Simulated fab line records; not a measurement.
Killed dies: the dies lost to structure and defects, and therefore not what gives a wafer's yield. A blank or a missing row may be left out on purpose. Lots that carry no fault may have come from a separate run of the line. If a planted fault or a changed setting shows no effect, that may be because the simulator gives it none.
A struck lot beside a sound one :: flow berkeley_cmos170 :: 31 steps out of a route of 331
Sound: these wafers, L122.3, L122.5, L122.6. The struck wafers were L133.1, L133.3, L133.5. The cause is given at the end.
At each step with rows: each side's tool, then ch and its chambers, then its first start. Under that, the readings that differ: sound wafers :: struck wafers :: difference of the means :: sigmas: that difference in standard deviations of wafers without a fault.
alike: same words and numbers on both sides, and readings whose means sit less than 2 such deviations apart. not compared: any withheld reading, any reading some wafer has no value for, any bound like >300 that may hide the same value, and any number with overlapping values for which the record gives no deviation.
The two part at a step that has a row with sigmas, a row that says differs or no value, or rows on one side only. Numbers that don't overlap but have no deviation are shown without sigmas and don't part them. A reading that every wafer of one side lacks parts them only if that side has two wafers or more.

UCB170_SDANNEAL_RTA_01: time 5 s.
  sound on rtp_anneal-01 ch 0, day 7 16:00; struck on rtp_anneal-02 ch 0, day 10 01:11
reading: lamp_power_pct (%)
sound: 42 42 42
struck: 34 34 34
difference: -8
sigmas: -2
  alike: chamber_o2_ppm, wafer_temp_C_max
UCB170_SDANNEAL_RS_MEAS_02: the measuring method here is four-point-probe.
  sound on film_metro-01 at day 7 16:05; struck on film_metro-04 at day 10 01:14
  alike: PSD_RS
UCB170_SDANNEAL_RS_MEAS_03: the measuring method here is four-point-probe.
  sound on film_metro-01 at day 7 16:12; struck on film_metro-04 at day 10 01:22
  alike: NSD_RS
UCB170_SDANNEAL_RS_MEAS_04: the measuring method here is four-point-probe.
  sound on film_metro-01 at day 7 16:19; struck on film_metro-04 at day 10 01:29
  alike: PLDD_RS
UCB170_SDANNEAL_RS_MEAS_05: the measuring method here is four-point-probe.
  sound on film_metro-01 at day 7 16:26; struck on film_metro-04 at day 10 01:36
  alike: NLDD_RS
then, 1 step without rows for these wafers: UCB170_SILICIDE_PRE_CLEAN_00 (preclean etch time 60 s).
UCB170_SILICIDE_SPUTTER_01: material Ti, target thk 30 nm, time 25 s.
  sound on pvd_sputter-04 at day 7 16:35; struck on pvd_sputter-02 at day 10 01:47
  alike: throttle_valve_pct
UCB170_SILICIDE_RS_MEAS_02: the measuring method here is four-point-probe.
  sound on film_metro-02 at day 7 16:40; struck on film_metro-04 at day 10 01:49
  alike: SILICIDE_TI_RS
UCB170_SILICIDE_THK_MEAS_03: measures by xrf.
  sound on film_metro-02 at day 7 16:46; struck on film_metro-04 at day 10 01:56
  alike: SILICIDE_TI_THK
UCB170_SILICIDE_RTA_04: time 15 s.
  sound on rtp_anneal-01 ch 0, day 7 16:49; struck on rtp_anneal-02 ch 0, day 10 02:00
reading: lamp_power_pct (%)
sound: 11.6 11.6 11.7
struck: 9.4 9.4 9.4
difference: -2.2
sigmas: -2
  alike: chamber_o2_ppm, wafer_temp_C_max
then, 2 steps without rows for these wafers: UCB170_SILICIDE_WET_ETCH_05 (etches Ti in SPM, time 45 s); UCB170_CONTACT_CLEAN_00 (cleans in SPM, time 600 s).
UCB170_CONTACT_CVD_01: deposits PSG from SiH4/O2/PH3, target thk 700 nm, time 2820 s.
  sound on lpcvd-01 ch 0, day 7 17:05; struck on lpcvd-01 ch 1, day 10 05:51
reading: spike_tc_centre_C (C)
sound: 453.7 455.0 454.2
struck: 451.7 450.9 450.8
difference: -3.2
sigmas: -2

reading: zone_power_source_pct (%)
sound: 7.4 7.5 7.5
struck: 6.4 6.4 6.6
difference: -1.0
sigmas: -2
  alike: pressure_mtorr
UCB170_CONTACT_THK_MEAS_02:
  sound on film_metro-03 at day 7 18:53; struck on film_metro-03 at day 10 07:38
reading: CONTACT_PSG_THK (nm)
sound: 710 702 710
struck: 1406 1401 1415
difference: +700
sigmas: +99 or more
then, 3 steps without rows for these wafers: UCB170_CONTACT_HMDS_03 (prime time 60 s); UCB170_CONTACT_COAT_04 (resist thk 900 nm); UCB170_CONTACT_SOFTBAKE_05 (time 60 s).
UCB170_CONTACT_STRIP_06: strips in O2.
  sound on plasma_asher-04 ch 0,1, day 7 19:29; struck on plasma_asher-03 ch 0,1, day 10 08:13
  alike: drypump_motor_current_A, oes_product_au, strip_time_to_endpoint_s
  not compared: rf_hours_counter_h
then, 8 steps without rows for these wafers: UCB170_CONTACT_CLEAN_07 (cleans in SPM, time 600 s); UCB170_CONTACT_RTA_08 (time 10 s); UCB170_CONTACT_COAT_09; UCB170_CONTACT_COAT_10 (resist thk 900 nm); UCB170_CONTACT_SOFTBAKE_11 (time 60 s); UCB170_CONTACT_EXPOSE_12 (exposes mask CONT, target cd 700 nm); UCB170_CONTACT_PEB_13; UCB170_CONTACT_DEVELOP_14 (develop time 45 s).
UCB170_CONTACT_CD_MEAS_15 targets a cd of 700 nm.
  sound on cd_sem-02 at day 7 20:59; struck on cd_sem-01 at day 10 09:48
  alike: cd_nm
UCB170_CONTACT_OVL_MEAS_16:
  sound on overlay-02 at day 7 21:05; struck on overlay-01 at day 10 09:55
  alike: CONTACT_OVL
UCB170_CONTACT_ETCH_17: etches BARC in N2/H2.
  sound on rie_diel-01 ch 0,1, day 7 21:06; struck on rie_diel-03 ch 1,2, day 10 09:57
reading: drypump_motor_current_A (A)
sound: 6.1 6.2 6.1
struck: 4.7 5.7 4.7
difference: -1.1
sigmas: -3
  alike: oes_product_au, throttle_valve_pct
UCB170_CONTACT_ETCH_18: etches PSG in CHF3/CF4/Ar, stops on TiSi2, target depth 840 nm, time 195 s.
  sound: rie_diel-01 ch 0,1; struck: rie_diel-03 ch 1,2
reading: drypump_motor_current_A (A)
sound: 6.2 6.2 6.1
struck: 4.7 5.7 4.7
difference: -1.1
sigmas: -3

reading: oes_product_au (a.u.)
sound: 0.921 0.919 0.934
struck: 0.982 0.988 0.977
difference: +0.058
sigmas: +4

reading: model.CONTACT.feature_depth_nm (nm)
sound: 711 701.3 710.5
struck: 831.5 829.4 833.3
difference: +123.8
sigmas: 

reading: model.etch.depth_nm (nm)
sound: 711 701.3 710.5
struck: 831.5 829.4 833.3
difference: +123.8
sigmas: 
  alike: throttle_valve_pct
  not compared: rf_hours_counter_h
then, 1 step without rows for these wafers: UCB170_CONTACT_STRIP_19 (strips in O2).

== WHERE THEY PART ==
Last at UCB170_CONTACT_ETCH_18 as far as this record goes, first at UCB170_SDANNEAL_RTA_01.

WHY: what the simulator had put in
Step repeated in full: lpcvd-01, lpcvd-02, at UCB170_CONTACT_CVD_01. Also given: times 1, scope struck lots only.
